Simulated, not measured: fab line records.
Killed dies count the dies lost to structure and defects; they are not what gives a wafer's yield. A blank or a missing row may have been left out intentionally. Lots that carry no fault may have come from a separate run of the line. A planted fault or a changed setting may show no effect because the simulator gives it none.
Which tool is to blame? :: flow rit cmos :: Sampling: 13 lots, 39 wafers, 2 of 202 route steps

== WHAT THE GAUGES READ, wafer by wafer ==
Not one reading of a measure or inspect step in the record can be checked against a usual standard deviation.

== EACH LOT AND THE TOOL THAT RAN IT (in order: tool; ch and the chambers of the sampled wafers; start) ==
lot: L259
RIT_PSD_STRIP_09: plasma asher-04 ch 0,1, day 3 05:52
RIT_M1_PROBE_99: -

lot: L261
RIT_PSD_STRIP_09: plasma asher-01 ch 0,1, day 3 16:13
RIT_M1_PROBE_99: -

lot: L263
RIT_PSD_STRIP_09: plasma asher-04 ch 0,1, day 4 01:40
RIT_M1_PROBE_99: -

lot: L264
RIT_PSD_STRIP_09: plasma asher-04 ch 0,1, day 4 06:10
RIT_M1_PROBE_99: -

lot: L265
RIT_PSD_STRIP_09: plasma asher-03 ch 0,1, day 4 09:22
RIT_M1_PROBE_99: -

lot: L266
RIT_PSD_STRIP_09: plasma asher-03 ch 0,1, day 4 12:38
RIT_M1_PROBE_99: -

lot: L267
RIT_PSD_STRIP_09: plasma asher-03 ch 0,1, day 4 21:46
RIT_M1_PROBE_99: -

lot: L268
RIT_PSD_STRIP_09: plasma asher-03 ch 0,1, day 4 23:39
RIT_M1_PROBE_99: -

lot: L269
RIT_PSD_STRIP_09: plasma asher-04 ch 0,1, day 5 07:13
RIT_M1_PROBE_99: -

lot: L270
RIT_PSD_STRIP_09: plasma asher-03 ch 0,1, day 5 08:58
RIT_M1_PROBE_99: -

lot: L274
RIT_PSD_STRIP_09: plasma asher-04 ch 0,1, day 6 05:29
RIT_M1_PROBE_99: prober-01, day 6 13:50

lot: L275
RIT_PSD_STRIP_09: plasma asher-03 ch 0,1, day 6 14:05
RIT_M1_PROBE_99: -

lot: L276
RIT_PSD_STRIP_09: plasma asher-03 ch 0,1, day 6 14:57
RIT_M1_PROBE_99: -
- RIT_PSD_STRIP_09: strips in O2, time 180 s.
- RIT_M1_PROBE_99

== WHAT THE TOOLS THEMSELVES READ (means of the sampled wafers that have a number; where no wafer has one, the mark that the record gives instead) ==
RIT_PSD_STRIP_09.
lot: L259
tool: plasma asher-04
drypump motor current A (A): 6.0
rf refl power W (W): 7.1
run length s (s): 207.8

lot: L261
tool: plasma asher-01
drypump motor current A (A): 5.5
rf refl power W (W): 6.5
run length s (s): 208.4

lot: L263
tool: plasma asher-04
drypump motor current A (A): 6.0
rf refl power W (W): 7.0
run length s (s): 207.9

lot: L264
tool: plasma asher-04
drypump motor current A (A): 6.0
rf refl power W (W): 7.1
run length s (s): 207.8

lot: L265
tool: plasma asher-03
drypump motor current A (A): 5.8
rf refl power W (W): 6.1
run length s (s): 207.5

lot: L266
tool: plasma asher-03
drypump motor current A (A): 5.8
rf refl power W (W): 5.8
run length s (s): 207.4

lot: L267
tool: plasma asher-03
drypump motor current A (A): 5.8
rf refl power W (W): 5.8
run length s (s): 207.5

lot: L268
tool: plasma asher-03
drypump motor current A (A): 5.8
rf refl power W (W): 6.2
run length s (s): 207.4

lot: L269
tool: plasma asher-04
drypump motor current A (A): 6.0
rf refl power W (W): 7.0
run length s (s): 207.8

lot: L270
tool: plasma asher-03
drypump motor current A (A): 5.8
rf refl power W (W): 6.1
run length s (s): 207.4

lot: L274
tool: plasma asher-04
drypump motor current A (A): 5.7
rf refl power W (W): 7.7
run length s (s): 117.2

lot: L275
tool: plasma asher-03
drypump motor current A (A): 5.8
rf refl power W (W): 6.1
run length s (s): 207.6

lot: L276
tool: plasma asher-03
drypump motor current A (A): 5.9
rf refl power W (W): 7.1
run length s (s): 207.5

RIT_M1_PROBE_99.
lot: L274
tool: prober-01
killed at contacts: 0.0
killed at front end: 264
killed dies: 264
killed on rim: 70.0
killed open: 4.7
killed short: 3.3

== THE ANSWER, worked out from the rows above alone ==
Rule: what is usual is taken from the lots themselves. The widest of any qualifying gaps counts: lots, ordered by their means at a reading, are off when they make up no more than a third of the lots, leave a main group of 4 or more, and stand apart from it by 3 or more times the standard deviation of that group's means. Not used: any main group whose means are identical at the precision the tables above print for the reading. A lot without any number at a reading at which 4 lots or more have one is off too. All remaining lots with rows at the step are treated as sound. Order of review: gauges by route order, followed by the tools' own readings, for which a lot's mean as printed above is used. At the first step where some lot is off, the reading lying furthest off is the one used; lots without a number count as furthest.
Off, at RIT_PSD_STRIP_09 on run length s: L274. The main group: mean 207.7 s, standard deviation 0.28.
If a tool, at that step or one of the process steps before it, ran each lot that is off and ran no sound lot following the first of them, it fits. One fits: plasma asher-04 at RIT_PSD_STRIP_09. A fault onset in the window from L269 (day 5 07:13, its last sound lot) to L274 (day 6 05:29, its first lot off) fits.
On the lots that are off, the tool's own readings at RIT_PSD_STRIP_09 differ by more than 5 times the standard deviation of the sound lots' means, which bears it out; run length s reads 117.2 s there versus 207.7 s on the sound lots.

== WHAT WAS PUT IN BY THE SIMULATOR ==
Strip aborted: plasma asher-04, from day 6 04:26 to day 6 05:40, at RIT_PSD_STRIP_09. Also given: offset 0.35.
Shown lots that were struck: L274. The same result came from the rule above.
